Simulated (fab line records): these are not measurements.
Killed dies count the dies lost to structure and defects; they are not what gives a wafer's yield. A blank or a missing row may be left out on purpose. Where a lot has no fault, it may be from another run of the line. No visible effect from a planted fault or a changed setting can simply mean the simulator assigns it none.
Which of the tools did it? ; flow rit_cmos ; Sampling: 7 lots, 21 wafers, 2 of 202 route steps

== WHAT THE GAUGES READ, wafer by wafer ==
RIT_NLDD_TW_MEAS_10.
lot;measured;on;NLDD_TW
L265;day 3 00:22;film_metro-01;2398 2426 2414
L267;day 3 13:16;film_metro-02;2499 2508 2496
L271;day 4 04:23;film_metro-02;2498 2504 2493
L278;day 5 16:02;film_metro-02;1548 1558 1551
L280;day 6 00:57;film_metro-01;2433 2423 2434
L285;day 7 03:25;film_metro-04;2501 2501 2495
L287;day 7 14:37;film_metro-01;2431 2429 2431

== WHICH TOOL RAN EACH LOT (tool, then ch and the chambers of the sampled wafers, then the start) ==
lot;RIT_NLDD_IMPLANT_08
L265;implanter-03 ch 0, day 3 00:03
L267;implanter-02 ch 0, day 3 12:56
L271;implanter-01 ch 0, day 4 04:05
L278;implanter-02 ch 0, day 5 15:42
L280;implanter-01 ch 0, day 6 00:37
L285;implanter-03 ch 0, day 7 03:05
L287;implanter-01 ch 0, day 7 14:16
- RIT_NLDD_IMPLANT_08

== THE ANSWER, worked out from the rows above alone ==
Rule: the lots themselves supply what counts as usual. Put in order of their means at a reading, lots are off if they are a third of the lots or fewer, leave a main group of 4 or more, and stand apart from it by a gap of 3 or more times the standard deviation of the main group's means; of several such gaps the widest counts. Not used: any main group whose means are identical at the precision the tables above print for the reading. A lot without any number at a reading at which 4 lots or more have one is off too. Where the step has rows for the other lots, those lots are counted as sound.
Off: L278, at RIT_NLDD_TW_MEAS_10 (NLDD_TW). The main group: mean 2462, standard deviation 38.
If a tool, at a process step before that reading, ran all the lots that are off and no sound lot after the first of them, it fits. Those tools and the gauges at RIT_NLDD_TW_MEAS_10 are tried in the same way. Undecided on this evidence; 2 tools fit (implanter-02 at RIT_NLDD_IMPLANT_08, film_metro-02 at RIT_NLDD_TW_MEAS_10).

== WHAT THE SIMULATOR HAD INSERTED ==
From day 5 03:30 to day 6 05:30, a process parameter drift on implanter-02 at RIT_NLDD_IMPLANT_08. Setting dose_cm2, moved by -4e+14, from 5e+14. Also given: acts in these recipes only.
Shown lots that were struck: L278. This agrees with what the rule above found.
